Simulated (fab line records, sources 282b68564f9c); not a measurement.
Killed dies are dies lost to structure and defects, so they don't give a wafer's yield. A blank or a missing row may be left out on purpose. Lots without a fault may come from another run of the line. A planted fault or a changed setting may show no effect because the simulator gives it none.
A struck lot beside a sound one | flow rit_cmos | 34 steps out of a route of 202
Sound: wafers L453.1, L453.4, L453.6. Struck: wafers L469.3, L469.4, L469.6. The cause comes at the end.
At each step with rows: each side's tool, then ch and its chambers, then its first start. Under that, the readings that differ: sound wafers | struck wafers | difference of the means | sigmas: that difference in standard deviations of wafers without a fault.
alike: readings whose means differ by less than 2 such deviations, and words and numbers that are the same on both sides. not compared: withheld readings, readings that some wafer has no value for, bounds like >300 that may hide the same value, and numbers for which the record gives no deviation and whose values overlap.
The two part at a step that has a row with sigmas, a row that says differs or no value, or rows on one side only. Numbers that don't overlap but have no deviation are shown without sigmas and don't part them. A reading that every wafer of one side lacks parts them only if that side has two wafers or more.

first, 2 steps without rows for these wafers: RIT_SPACER_CLEAN_02 (cleans in SC2, time 600 s); RIT_SPACER_CVD_03 (deposits Si3N4 from SiH2Cl2/NH3, target thk 250 nm, time 3300 s).
RIT_SPACER_THK_MEAS_04:
  sound on film_metro-02, day 4 03:28; struck on film_metro-04, day 7 10:23
  alike: SPACER_NITRIDE_THK
RIT_SPACER_ETCHBACK_05: etches Si3N4 in SF6/CHF3, stops on SiO2, target depth 250 nm, time 240 s.
  sound on rie_diel-03 ch 0,1,2, day 4 03:32; struck on rie_diel-03 ch 1,3, day 7 10:25
  alike: drypump_motor_current_A, oes_product_au, throttle_valve_pct
  not compared: rf_hours_counter_h
then, 6 steps without rows for these wafers: RIT_NSD_HMDS_00 (prime time 60 s); RIT_NSD_COAT_01 (resist thk 1000 nm); RIT_NSD_SOFTBAKE_02 (time 60 s); RIT_NSD_EXPOSE_03 (exposes mask M9, target cd 40700 nm); RIT_NSD_PEB_04; RIT_NSD_DEVELOP_05 (develop time 50 s).
RIT_NSD_OVL_MEAS_06:
  sound on overlay-01, day 4 04:32; struck on overlay-01, day 7 11:33
  alike: NSD_OVL
then, 1 step without rows for these wafers: RIT_NSD_HARDBAKE_07 (time 60 s).
RIT_NSD_IMPLANT_08:
  sound on implanter-02 ch 0, day 4 04:43; struck on implanter-01 ch 0, day 7 11:47
  reading            | sound           | struck            | difference | sigmas
  beam_on_s (s)      | 9.94 9.86 10.08 | 14.24 13.74 14.48 | +4.19      | +22
  faraday_current_uA | 3156 3181 3099  | 2207 2289 2183    | -919       | -16
RIT_NSD_STRIP_09: strips in O2, time 180 s.
  sound on plasma_asher-02 ch 0,1, day 4 04:52; struck on plasma_asher-02 ch 0,1, day 7 11:56
  alike: drypump_motor_current_A
  not compared: rf_hours_counter_h
RIT_NSD_TW_MEAS_10:
  sound on film_metro-03, day 4 05:02; struck on film_metro-02, day 7 12:04
  reading | sound          | struck         | difference | sigmas
  NSD_TW  | 3071 3084 3065 | 3358 3361 3368 | +289       | +9
then, 6 steps without rows for these wafers: RIT_PSD_HMDS_00 (prime time 60 s); RIT_PSD_COAT_01 (resist thk 1000 nm); RIT_PSD_SOFTBAKE_02 (time 60 s); RIT_PSD_EXPOSE_03 (exposes mask M10, target cd 40900 nm); RIT_PSD_PEB_04; RIT_PSD_DEVELOP_05 (develop time 50 s).
RIT_PSD_OVL_MEAS_06:
  sound on overlay-01, day 4 06:05; struck on overlay-01, day 7 12:58
  alike: PSD_OVL
then, 2 steps without rows for these wafers: RIT_PSD_HARDBAKE_07 (time 60 s); RIT_PSD_IMPLANT_08.
RIT_PSD_STRIP_09: strips in O2, time 180 s.
  sound on plasma_asher-01 ch 0,1, day 4 06:25; struck on plasma_asher-02 ch 0,1, day 7 13:22
  alike: drypump_motor_current_A
  not compared: rf_hours_counter_h
RIT_PSD_TW_MEAS_10:
  sound on film_metro-02, day 4 06:35; struck on film_metro-03, day 7 13:29
  reading | sound          | struck         | difference | sigmas
  PSD_TW  | 3421 3457 3432 | 3358 3390 3382 | -60        | -2
then, 3 steps without rows for these wafers: RIT_SDANNEAL_CLEAN_00 (cleans in SC1, time 600 s); RIT_SDANNEAL_CLEAN_01 (cleans in dHF, time 30 s); RIT_SDANNEAL_CLEAN_02 (cleans in SC2, time 600 s).
RIT_SDANNEAL_RTA_03: time 5 s.
  sound on rtp_anneal-02 ch 0, day 4 07:01; struck on rtp_anneal-02 ch 0, day 7 13:56
  alike: wafer_temp_C_max
RIT_SDANNEAL_RS_MEAS_04: measures by four-point-probe.
  sound on film_metro-04, day 4 07:04; struck on film_metro-03, day 7 14:01
  alike: PSD_RS
RIT_SDANNEAL_RS_MEAS_05: measures by four-point-probe.
  sound on film_metro-04, day 4 07:11; struck on film_metro-03, day 7 14:08
  reading         | sound             | struck            | difference | sigmas
  NSD_RS (ohm/sq) | 84.64 84.66 84.65 | 64.50 64.45 64.47 | -20.18     | -78
RIT_SDANNEAL_RS_MEAS_06: measures by four-point-probe.
  sound on film_metro-04, day 4 07:19; struck on film_metro-03, day 7 14:15
  alike: PLDD_RS
RIT_M1_PROBE_99:
  sound on prober-02, day 4 14:19; struck on prober-02, day 7 22:02
  reading                               | sound             | struck            | difference | sigmas
  killed_at_contacts                    | 0 0 0             | 0 2 0             | +1         | +2
  model.etest.nmos_0p3.r_on_ohm_um      | 2128 2146 2144    | 1995 1902 1962    | -186       |
  model.etest.nmos_0p15.r_on_ohm_um     | 1108 1140 1117    | 1031 951.9 1015   | -122       |
  model.etest.nmos_0p15.drive_ua_um     | 474.1 463.1 481.8 | 503.8 529.4 509.1 | +41.1      |
  model.etest.nmos_narrow.drive_ua_um   | 226.3 223.1 225.6 | 253.9 267 257.7   | +34.5      |
  model.etest.contact_nplus.end_ohm_um  | 40.6 40.85 41.03  | 26.69 25.94 26.49 | -14.45     |
  model.etest.nmos_0p3.drive_ua_um      | 229.9 225.7 229.9 | 247.9 256.5 249.5 | +22.8      |
  model.etest.npoly_line.rs_ohm_sq      | 17.11 17.18 17.22 | 16.55 16.59 16.64 | -0.58      |
  model.etest.nmos_0p15.tox_inv_nm (nm) | 4.473 4.468 4.461 | 4.181 4.199 4.202 | -0.273     |
  alike: killed_at_front_end, killed_dies, killed_open, killed_short

WHERE THEY PART
First at RIT_NSD_IMPLANT_08; last, within this record, at RIT_M1_PROBE_99.

WHY: what the simulator had put in
Process parameter drift: implanter-01, from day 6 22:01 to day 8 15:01, at RIT_NSD_IMPLANT_08. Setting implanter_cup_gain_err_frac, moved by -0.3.
